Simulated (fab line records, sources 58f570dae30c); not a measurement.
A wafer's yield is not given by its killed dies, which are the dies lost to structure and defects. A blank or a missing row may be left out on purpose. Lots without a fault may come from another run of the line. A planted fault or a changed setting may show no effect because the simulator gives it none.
fab line records	flow berkeley-cmos170
[record] lots = 5	wafers = 23
route steps=331 shown M2@289 M3@310
start-h: the number of hours between the record's first day and the start of the first shown wafer of the lot	wait-h: hours elapsed since this lot's preceding step	" the same as in the row above	L1.1+2: several wafers, shown together as one row	- no value, or no start given	* or withheld: withheld	< > ~ a bound
route shown NAME@n: a module of which the file shows steps, and the number in the route of the first	usual: mean/standard deviation of fault-free wafers	same: alike in all rows	chamber/n: place in a boat	sites: readings site by site	_std_site: the standard deviation of these	_edge_site: the outer-site mean with the inner-site mean subtracted	radius-mm: for every site, how far away it sits from the centre of the wafer	mask NAME#n: copy n	behind: the last tool/chamber to shape the wafer	hold: reason for holding the lot/hours on hold/outcome of the hold	device: whichever transistor did not switch (one of n, p or np)	end of line: at the end of the route, the tests of the same wafers	a step given without rows: its recipe and nothing more	killed: dies lost to structure and defects at the first sort, not the wafer's yield	map: shows each die of a wafer: x if killed, . if not, _ if none is there
set.NAME: the setting the step ran with; set.NAME@STEP: the setting that earlier step ran with	model.NAME: the simulator's own value behind a step, which no gauge read
one table per step and one row per wafer, for lots whose settings were changed on purpose
[[steps]]
[step UCB170_M2_METAL_ETCH_18]
[recipe] chemistry = Cl2/BCl3	target = Al	stop-on = SiO2	pressure-mtorr = 12	target-depth-a = 11700	over-etch-frac = 0.3	time-s = 195	icp-w = 600	bias-w = 120	Cl2_flow_sccm = 90	bcl3-flow-sccm = 45
lot.wafer	tool	chamber	start-h	wait-h	set.time-s	model.KrF_of_M2_COAT_10.thk-nm
L075.3	rie-metal-03	1	192.85	-	195	201.4
L075.4	"	0	"	"	195	217
L075.6	"	0	"	"	195	219.7
L078.1	rie-metal-03	1	208.37	-	195	204.1
L078.2	"	0	"	"	218.5	126.9
L078.3+4	"	0,1	"	"	195	-
L078.6	"	0	"	"	218.5	-
L080.1+2	rie-metal-01	0,1	212.05	-	186.6	-
L080.4	"	1	"	"	186.6	245.8
L080.5	"	1	"	"	195	224.2
L080.6	"	0	"	"	195	239
L076.2	rie-metal-02	0	212.69	-	195	170
L076.3	"	0	"	"	184.4	201
L076.4	"	1	"	"	184.4	243
L076.5	"	1	"	"	184.4	247.6
L076.6	"	0	"	"	195	165.8
L083.1	rie-metal-03	1	240.46	-	195	-
L083.2+5	"	0,1	"	"	175.7	-
L083.4	"	1	"	"	195	192.2
L083.6	"	0	"	"	195	199.7
[step UCB170_M2_STRIP_19]
[recipe] chemistry = O2	power-w = 400	pressure-mtorr = 3500	platen-temp-c = withheld	o2-flow-sccm = 400	overash-fraction = 0.5
[usual] oes-product-au = 0.535/0.017
lot.wafer	tool	chamber	start-h	wait-h	set.time-s@M2_METAL_ETCH_18	oes-product-au
L075.3	plasma-asher-03	0	193.01	0.1	195	0.528
L075.4	"	1	"	"	195	0.550
L075.6	"	1	"	"	195	0.541
L078.1	plasma-asher-03	0	208.56	0.1	195	0.539
L078.2	"	1	"	"	218.5	0.451
L078.3	"	0	"	"	195	0.531
L078.4	"	1	"	"	195	0.521
L078.6	"	0	"	"	218.5	0.461
L080.1	plasma-asher-03	0	212.23	0.1	186.6	0.588
L080.2	"	1	"	"	186.6	0.590
L080.4	"	0	"	"	186.6	0.572
L080.5	"	0	"	"	195	0.560
L080.6	"	1	"	"	195	0.565
L076.2	plasma-asher-01	0	212.87	0.1	195	0.499
L076.3	"	1	"	"	184.4	0.528
L076.4	"	0	"	"	184.4	0.573
L076.5	"	0	"	"	184.4	0.583
L076.6	"	1	"	"	195	0.495
L083.1	plasma-asher-01	0	240.65	0.1	195	0.522
L083.2	"	1	"	"	175.7	0.596
L083.4	"	0	"	"	195	0.534
L083.5	"	0	"	"	175.7	0.595
L083.6	"	1	"	"	195	0.533
[step UCB170_M3_SPUTTER_01]
[recipe] material = Al	target-thk-nm = 900	time-s = 120	power-w = 6000	chamber-pressure-pa = 0.5
lot.wafer	tool	chamber	start-h	wait-h	set.power-w	model.Al_of_M3_SPUTTER_01.thk-nm
L075.3	pvd-sputter-02	-	195.69	0.0	6000	900.8
L075.4	"	-	"	"	6000	905.7
L075.6	"	-	"	"	6000	913.7
L078.1+2	pvd-sputter-01	-	212.56	0.0	6587	986.6
L078.3	"	-	"	"	6587	977.9
L078.4	"	-	"	"	6000	894.4
L078.6	"	-	"	"	6000	900
L080.1	pvd-sputter-02	-	216.01	0.0	6490	949.6
L080.2	"	-	"	"	6000	893.5
L080.4	"	-	"	"	6490	970.7
L080.5	"	-	"	"	6000	893.6
L080.6	"	-	"	"	6000	887.5
L076.2	pvd-sputter-01	-	216.11	0.0	6476	964
L076.3	"	-	"	"	6000	894.5
L076.4	"	-	"	"	6000	887.2
L076.5	"	-	"	"	6476	969.6
L076.6	"	-	"	"	6000	904.1
L083.1	pvd-sputter-02	-	243.78	0.0	6622	987.5
L083.2	"	-	"	"	6000	901.5
L083.4	"	-	"	"	6622	993.3
L083.5	"	-	"	"	6622	991.3
L083.6	"	-	"	"	6000	903
[step UCB170_M3_RS_MEAS_02]
[recipe] thk-meas-gauge = four-point-probe	reads = Al_of_M3_SPUTTER_01
[usual] M3_AL_RS = 0.0323/0.00041
lot.wafer	tool	chamber	start-h	wait-h	set.power-w@M3_SPUTTER_01	M3_AL_RS[ohm/sq]
L075.3	film-metro-01	-	195.81	0.1	6000	0.0321
L075.4	"	-	"	"	6000	0.0320
L075.6	"	-	"	"	6000	0.0317
L078.1	film-metro-01	-	212.64	0.0	6587	0.0294
L078.2	"	-	"	"	6587	0.0293
L078.3	"	-	"	"	6587	0.0296
L078.4	"	-	"	"	6000	0.0324
L078.6	"	-	"	"	6000	0.0322
L080.1	film-metro-04	-	216.09	0.0	6490	0.0305
L080.2	"	-	"	"	6000	0.0324
L080.4	"	-	"	"	6490	0.0298
L080.5	"	-	"	"	6000	0.0323
L080.6	"	-	"	"	6000	0.0326
L076.2	film-metro-01	-	216.22	0.1	6476	0.0300
L076.3	"	-	"	"	6000	0.0323
L076.4	"	-	"	"	6000	0.0326
L076.5	"	-	"	"	6476	0.0298
L076.6	"	-	"	"	6000	0.0320
L083.1	film-metro-03	-	243.86	0.0	6622	0.0292
L083.2	"	-	"	"	6000	0.0320
L083.4	"	-	"	"	6622	0.0290
L083.5	"	-	"	"	6622	0.0290
L083.6	"	-	"	"	6000	0.0320
[step UCB170_M3_THK_MEAS_03]
[recipe] thk-meas-gauge = xrf	reads = Al_of_M3_SPUTTER_01
[usual] M3_AL_THK = 898/12
lot.wafer	tool	chamber	start-h	wait-h	set.power-w@M3_SPUTTER_01	M3_AL_THK[nm]
L075.3	film-metro-01	-	195.91	0.1	6000	897
L075.4	"	-	"	"	6000	907
L075.6	"	-	"	"	6000	910
L078.1	film-metro-01	-	212.76	0.1	6587	979
L078.2	"	-	"	"	6587	987
L078.3	"	-	"	"	6587	975
L078.4	"	-	"	"	6000	896
L078.6	"	-	"	"	6000	900
L080.1	film-metro-04	-	216.21	0.1	6490	956
L080.2	"	-	"	"	6000	895
L080.4	"	-	"	"	6490	975
L080.5	"	-	"	"	6000	897
L080.6	"	-	"	"	6000	890
L076.2	film-metro-01	-	216.33	0.1	6476	967
L076.3	"	-	"	"	6000	898
L076.4	"	-	"	"	6000	884
L076.5	"	-	"	"	6476	972
L076.6	"	-	"	"	6000	904
L083.1	film-metro-03	-	243.98	0.1	6622	1001
L083.2	"	-	"	"	6000	914
L083.4	"	-	"	"	6622	1007
L083.5	"	-	"	"	6622	1005
L083.6	"	-	"	"	6000	912
[step UCB170_M3_EXPOSE_12]
[recipe] mask-id = METAL3	target-cd-nm = 700	na = 0.5	sigma-outer = 0.6	source-shape = conventional	dose-mj = 26
lot.wafer	tool	chamber	start-h	wait-h	mask	set.dose-mj
L075.3+4+6	krf-scanner-01	0	197.18	-	METAL3#0	26
L078.1+2+3+4+6	krf-scanner-02	0	216.28	-	METAL3#0	26
L080.1+4+5	krf-scanner-02	0	217.58	-	METAL3#0	27.64
L080.2+6	"	0	"	"	METAL3#0	26
L076.2+3+5	krf-scanner-01	0	218.00	-	METAL3#0	26
L076.4+6	"	0	"	"	METAL3#0	25.13
L083.1+2+4	krf-scanner-01	0	245.39	-	METAL3#0	26.59
L083.5+6	"	0	"	"	METAL3#0	26
[step UCB170_M3_PEB_13]
[recipe] peb-temp-c = 130	peb-time-s = withheld	resist = KrF
[step UCB170_M3_DEVELOP_14]
[recipe] developer = TMAH	develop-time-s = 45	resist = KrF	dev-temp-c = 21
[step UCB170_M3_CD_MEAS_15]
[recipe] target-cd-nm = 700
[usual] cd-nm = 700.1/1.6
lot.wafer	tool	chamber	start-h	wait-h	set.dose-mj@M3_EXPOSE_12	cd-nm
L075.3	cd-sem-02	-	197.58	-	26	700.0
L075.4	"	-	"	"	26	700.4
L075.6	"	-	"	"	26	700.9
L078.1	cd-sem-02	-	216.68	-	26	699.1
L078.2	"	-	"	"	26	697.9
L078.3	"	-	"	"	26	699.1
L078.4	"	-	"	"	26	699.8
L078.6	"	-	"	"	26	698.1
L080.1	cd-sem-02	-	218.13	-	27.64	691.2
L080.2	"	-	"	"	26	702.9
L080.4	"	-	"	"	27.64	692.5
L080.5	"	-	"	"	27.64	691.5
L080.6	"	-	"	"	26	702.7
L076.2	cd-sem-02	-	218.78	-	26	701.4
L076.3	"	-	"	"	26	700.9
L076.4	"	-	"	"	25.13	706.5
L076.5	"	-	"	"	26	700.3
L076.6	"	-	"	"	25.13	707.4
L083.1	cd-sem-01	-	245.79	-	26.59	695.6
L083.2	"	-	"	"	26.59	694.0
L083.4	"	-	"	"	26.59	694.9
L083.5	"	-	"	"	26	700.6
L083.6	"	-	"	"	26	698.6
[step UCB170_M3_ETCH_17]
[recipe] chemistry = N2/H2	target-depth-a = withheld	overetch-a = withheld	target = BARC	time-s = withheld	source-w = 500	bias-w = 100	pressure-mtorr = 30	n2-flow-sccm = 100	h2-flow-sccm = 200
lot.wafer	tool	chamber	start-h	wait-h	set.dose-mj@M3_EXPOSE_12	model.M3.cd-nm
L075.3	rie-diel-02	3	197.69	0.0	26	699.6
L075.4	"	0	"	"	26	701.1
L075.6	"	2	"	"	26	701.7
L078.1	rie-diel-04	1	216.83	0.0	26	699.1
L078.2	"	3	"	"	26	698.5
L078.3	"	0	"	"	26	700.3
L078.4	"	2	"	"	26	699.9
L078.6	"	3	"	"	26	698.1
L080.1	rie-diel-02	0	218.28	0.0	27.64	691.5
L080.2	"	3	"	"	26	703.5
L080.4	"	2	"	"	27.64	693.7
L080.5	"	0	"	"	27.64	691
L080.6	"	3	"	"	26	702.5
L076.2	rie-diel-04	0	218.91	0.0	26	702.5
L076.3	"	2	"	"	26	700.9
L076.4	"	3	"	"	25.13	706.7
L076.5	"	2	"	"	26	700.4
L076.6	"	3	"	"	25.13	707.6
L083.1	rie-diel-04	3	245.94	0.0	26.59	695.9
L083.2	"	2	"	"	26.59	694.2
L083.4	"	0	"	"	26.59	696.3
L083.5	"	1	"	"	26	700.4
L083.6	"	2	"	"	26	698.3
[step UCB170_M3_METAL_ETCH_18]
[recipe] chemistry = Cl2/BCl3	target = Al	stop-on = SiO2	pressure-mtorr = 12	target-depth-a = 11700	over-etch-frac = 0.3	time-s = 195	icp-w = 600	bias-w = 120	Cl2_flow_sccm = 90	bcl3-flow-sccm = 45
[usual] oes-product-au = 0.854/0.01
lot.wafer	tool	chamber	start-h	wait-h	set.power-w@M3_SPUTTER_01	oes-product-au
L075.3	rie-metal-01	0	197.80	-	6000	0.848
L075.4	"	1	"	"	6000	0.875
L075.6	"	0	"	"	6000	0.850
L078.1	rie-metal-04	1	216.88	-	6587	0.898
L078.2	"	0	"	"	6587	0.912
L078.3	"	1	"	"	6587	0.895
L078.4	"	0	"	"	6000	0.863
L078.6	"	0	"	"	6000	0.869
L080.1	rie-metal-01	0	218.33	-	6490	0.874
L080.2	"	1	"	"	6000	0.863
L080.4	"	0	"	"	6490	0.875
L080.5	"	1	"	"	6000	0.863
L080.6	"	0	"	"	6000	0.834
L076.2	rie-metal-03	0	218.95	-	6476	0.897
L076.3	"	1	"	"	6000	0.851
L076.4	"	0	"	"	6000	0.855
L076.5	"	0	"	"	6476	0.898
L076.6	"	1	"	"	6000	0.858
L083.1	rie-metal-03	1	245.98	-	6622	0.899
L083.2	"	0	"	"	6000	0.866
L083.4	"	1	"	"	6622	0.901
L083.5	"	0	"	"	6622	0.906
L083.6	"	1	"	"	6000	0.857
[[key]]
[split] step = UCB170_M2_METAL_ETCH_18	setting = time-s	stated = 195	by = wafer
[response] step = UCB170_M2_METAL_ETCH_18	reading = model.KrF_of_M2_COAT_10.thk-nm	change = -7.59	per = 1%	r = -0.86
[response] step = UCB170_M2_STRIP_19	reading = oes-product-au	change = -0.00684	per = 1%	r = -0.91
[split] step = UCB170_M3_SPUTTER_01	setting = power-w	stated = 6000	by = wafer
[response] step = UCB170_M3_SPUTTER_01	reading = model.Al_of_M3_SPUTTER_01.thk-nm	change = +8.69	per = 1%	r = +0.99
[response] step = UCB170_M3_RS_MEAS_02	reading = M3_AL_RS	change = -0.000291	per = 1%	r = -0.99
[response] step = UCB170_M3_THK_MEAS_03	reading = M3_AL_THK	change = +8.8	per = 1%	r = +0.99
[response] step = UCB170_M3_METAL_ETCH_18	reading = oes-product-au	change = +0.00384	per = 1%	r = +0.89
[split] step = UCB170_M3_EXPOSE_12	setting = dose-mj	stated = 26	by = wafer
[response] step = UCB170_M3_CD_MEAS_15	reading = cd-nm	change = -1.8	per = 1%	r = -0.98
[response] step = UCB170_M3_ETCH_17	reading = model.M3.cd-nm	change = -1.73	per = 1%	r = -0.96
